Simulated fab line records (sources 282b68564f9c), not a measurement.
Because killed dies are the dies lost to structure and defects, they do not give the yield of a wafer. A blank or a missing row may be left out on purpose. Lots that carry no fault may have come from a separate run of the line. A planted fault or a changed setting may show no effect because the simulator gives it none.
Which tool did it? -- flow ritCmos -- 14 lots with 42 wafers sampled at 2 steps, on a route of 202 steps

WHAT THE GAUGES SHOWED, per wafer
Not one reading of a measure or inspect step in the record can be checked against a usual standard deviation.

WHICH TOOL RAN EACH LOT (tool, then ch and the chambers of the sampled wafers, then the start)
lot,RIT_PWELL_IMPLANT_08,RIT_M1_PROBE_99
L582,"implanter-04 ch 0, day 2 01:43","prober-01, day 3 12:57"
L583,"implanter-02 ch 0, day 2 03:38","prober-02, day 3 15:40"
L584,"implanter-01 ch 0, day 2 09:57","prober-01, day 4 01:43"
L585,"implanter-04 ch 0, day 2 14:39","prober-02, day 4 01:40"
L586,"implanter-04 ch 0, day 2 18:10","prober-02, day 4 05:57"
L587,"implanter-04 ch 0, day 3 02:34","prober-01, day 4 13:44"
L588,"implanter-01 ch 0, day 3 05:40","prober-02, day 4 16:49"
L589,"implanter-04 ch 0, day 3 10:08","prober-01, day 4 20:56"
L590,"implanter-01 ch 0, day 3 15:34","prober-02, day 5 03:32"
L591,"implanter-04 ch 0, day 3 19:38","prober-01, day 5 07:08"
L592,"implanter-04 ch 0, day 4 00:36","prober-02, day 5 10:46"
L593,"implanter-01 ch 0, day 4 08:02","prober-01, day 5 19:47"
L602,"implanter-04 ch 0, day 6 02:20","prober-02, day 7 12:26"
L604,"implanter-04 ch 0, day 6 12:35","prober-02, day 7 23:55"
- RIT_PWELL_IMPLANT_08
- RIT_M1_PROBE_99

AS READ BY THE TOOLS THEMSELVES (means over the sampled wafers that have a number; for cases with no such wafer, the mark the record gives instead)
RIT_PWELL_IMPLANT_08. Usual: faradayCurrentUA 222, standard deviation 4.5; tiltDeg 7.000 degrees, standard deviation 0.02.
lot,tool,faradayCurrentUA,tiltDeg (degrees),flag
L582,implanter-04,220,6.965,
L583,implanter-02,221,6.972,
L584,implanter-01,222,7.017,
L585,implanter-04,223,6.994,
L586,implanter-04,222,7.001,
L587,implanter-04,219,6.996,
L588,implanter-01,220,6.988,
L589,implanter-04,227,7.014,
L590,implanter-01,218,6.992,
L591,implanter-04,219,6.999,
L592,implanter-04,221,6.992,
L593,implanter-01,221,6.997,
L602,implanter-04,228,4.429,OFF
L604,implanter-04,223,4.455,OFF

RIT_M1_PROBE_99. Usual: killedAtContacts 0.1, standard deviation 0.31; killedAtFrontEnd 7, standard deviation 3.2; killedDies 7, standard deviation 3.2; killedOnRim 1.8, standard deviation 1.3; killedOpen 3.6, standard deviation 2.1; killedShort 3.5, standard deviation 2.1.
lot,tool,killedAtContacts,killedAtFrontEnd,killedDies,killedOnRim,killedOpen,killedShort,flag
L582,prober-01,0.0,4,4,1.3,2.0,2.3,
L583,prober-02,0.0,4,4,0.7,1.7,2.0,
L584,prober-01,0.0,12,12,2.7,5.7,5.7,
L585,prober-02,0.3,4,5,1.7,1.7,3.0,
L586,prober-02,0.0,7,7,3.3,3.7,3.7,
L587,prober-01,0.0,6,6,2.3,3.3,2.7,
L588,prober-02,0.0,4,4,1.3,1.7,2.3,
L589,prober-01,0.0,7,7,2.3,3.7,3.3,
L590,prober-02,0.0,11,11,2.0,6.7,4.0,
L591,prober-01,0.0,7,7,1.7,4.7,2.7,
L592,prober-02,0.3,11,12,3.3,6.0,5.7,
L593,prober-01,0.0,5,5,1.0,3.3,2.0,
L602,prober-02,0.0,6,6,2.3,1.0,5.0,
L604,prober-02,0.3,5,5,0.7,2.7,2.3,

THE ANSWER, worked out from the rows above alone
Rule: take the mean of a lot's wafers that have a number; if it is more than 3 standard deviations from the usual mean, the lot is off. Also off: a lot with no number at a reading for which 4 or more lots have one. The other lots that the step has rows for count as sound. After the gauges, taken in route order, come the tools' own readings; for these a lot's mean is taken, as printed above. At the first step where some lot is off, the reading lying furthest off is the one used; lots without a number count as furthest.
Off, at RIT_PWELL_IMPLANT_08 on tiltDeg: L602, L604.
If a tool, at that step or one of the process steps before it, ran each lot that is off and ran no sound lot following the first of them, it fits. One candidate fits, namely implanter-04 at RIT_PWELL_IMPLANT_08. A fault onset in the window from L592 (day 4 00:36, its last sound lot) to L602 (day 6 02:20, its first lot off) fits.
The tool's own readings at RIT_PWELL_IMPLANT_08 bear it out: on the lots that are off they differ by more than 5 times the standard deviation of the sound lots' means. tiltDeg reads 4.442 degrees there against 6.994 degrees on the sound lots.

WHAT THE SIMULATOR HAD INSERTED
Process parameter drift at RIT_PWELL_IMPLANT_08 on implanter-04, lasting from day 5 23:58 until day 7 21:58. Setting tiltDeg shifted by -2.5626 from 7. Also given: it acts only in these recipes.
Lots struck among those shown: L602, L604. This agrees with what the rule above found.
